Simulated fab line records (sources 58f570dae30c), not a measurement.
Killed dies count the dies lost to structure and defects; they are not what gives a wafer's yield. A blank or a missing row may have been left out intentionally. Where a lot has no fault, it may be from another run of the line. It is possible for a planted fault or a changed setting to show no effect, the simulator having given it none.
Split-lot trial + flow berkeley cmos170 + 5 lots, 23 wafers read, on a route of 331 steps

ABOUT THE SPLIT
At UCB170_NLDD_COAT_01 (resist thk 900 nm), the setting resist thk nm was moved away from the recipe's 900 nm on 10 of the 23 wafers read, by -5.9% to +1.8%. This setting was run at the recipe's value on the other wafers.

The reading is taken at the split's own step.

THE READING
KrF_of_NLDD_COAT_01.thk nm (the simulator's own value, which no gauge read), in nm, at UCB170_NLDD_COAT_01 (resist thk 900 nm). The file does not state a usual value for it. Across the 13 wafers here that went through the recipe, the average is 899.5 nm and the standard deviation 2.4 nm.

| wafer  | tool, chamber at the split | resist thk nm as run, nm | against the recipe | KrF_of_NLDD_COAT_01.thk nm, nm | against lot-mates on the recipe |
|--------|----------------------------|--------------------------|--------------------|--------------------------------|---------------------------------|
| L075.1 | litho track-03, 0          | 900                      | recipe             | 899                            | -                               |
| L075.4 | litho track-03, 0          | 900                      | recipe             | 902.6                          | -                               |
| L075.5 | litho track-03, 0          | 900                      | recipe             | 898.8                          | -                               |
| L074.1 | litho track-01, 0          | 916.6                    | +1.8%              | 919.5                          | +16.2                           |
| L074.2 | litho track-01, 0          | 900                      | recipe             | 902                            | -                               |
| L074.3 | litho track-01, 0          | 916.6                    | +1.8%              | 918.7                          | +15.5                           |
| L074.4 | litho track-01, 0          | 916.6                    | +1.8%              | 919.6                          | +16.4                           |
| L074.6 | litho track-01, 0          | 900                      | recipe             | 904.5                          | -                               |
| L077.1 | litho track-02, 0          | 877.1                    | -2.5%              | 874.2                          | -22.7                           |
| L077.2 | litho track-02, 0          | 900                      | recipe             | 897.8                          | -                               |
| L077.4 | litho track-02, 0          | 877.1                    | -2.5%              | 877.1                          | -19.8                           |
| L077.5 | litho track-02, 0          | 900                      | recipe             | 895.5                          | -                               |
| L077.6 | litho track-02, 0          | 900                      | recipe             | 897.3                          | -                               |
| L080.1 | litho track-01, 0          | 872.8                    | -3.0%              | 871.9                          | -27.8                           |
| L080.2 | litho track-01, 0          | 872.8                    | -3.0%              | 870.8                          | -28.9                           |
| L080.3 | litho track-01, 0          | 872.8                    | -3.0%              | 874.2                          | -25.5                           |
| L080.4 | litho track-01, 0          | 900                      | recipe             | 901.2                          | -                               |
| L080.5 | litho track-01, 0          | 900                      | recipe             | 898.2                          | -                               |
| L083.1 | litho track-03, 0          | 900                      | recipe             | 898                            | -                               |
| L083.2 | litho track-03, 0          | 846.7                    | -5.9%              | 847.3                          | -51.5                           |
| L083.4 | litho track-03, 0          | 900                      | recipe             | 898.5                          | -                               |
| L083.5 | litho track-03, 0          | 900                      | recipe             | 899.8                          | -                               |
| L083.6 | litho track-03, 0          | 846.7                    | -5.9%              | 848.2                          | -50.6                           |

THE FIT
A straight line over all 23 wafers: KrF_of_NLDD_COAT_01.thk nm changes by +9.13 nm for each +1% of resist thk nm; r = +0.99; the points scatter about the line by 2.3 nm.
The same after taking each lot's own level away (the mean of its wafers on the recipe; 23 wafers): +8.69 nm for each +1%; r = +1.00; scatter 1.4 nm.
According to that fit, moving resist thk nm by its largest amount changes the reading by 51 nm.
Across the lots, their own levels run from 896.87 to 903.25 nm, a range of 2.7 times the standard deviation given above.
So the lot-to-lot level changes the slope little: the two slopes agree.
Check: with one of the wafers moved furthest among these (-5.9%) left out of the fit, the line predicts -51.5 nm for it against its lot-mates. It came out at -51.5 nm against them.

OTHER SPLITS ON THESE WAFERS
These wafers also went through other splits before the reading. Each is held against what the fit with the lots' levels taken away leaves over:
| other split on the same wafers          | wafers away from the commonest value | r with KrF_of_NLDD_COAT_01.thk nm (lot level and that fit taken away) |
|-----------------------------------------|--------------------------------------|-----------------------------------------------------------------------|
| UCB170_NWELL_CVD_04 pressure mtorr      | 15                                   | -0.13                                                                 |
| UCB170_NWELL_PEB_10 peb temp c          | 12                                   | +0.23                                                                 |
| UCB170_WELLDRIVE_OXIDATION_01 ox time s | 18                                   | +0.06                                                                 |
| UCB170_ACTIVE_CVD_05 time s             | 15                                   | +0.14                                                                 |
| UCB170_GATE_CVD_04 pressure mtorr       | 10                                   | +0.20                                                                 |

THE FILE'S OWN FIT
KrF_of_NLDD_COAT_01.thk nm changes by +8.66 nm for each +1% of resist thk nm, r = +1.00.
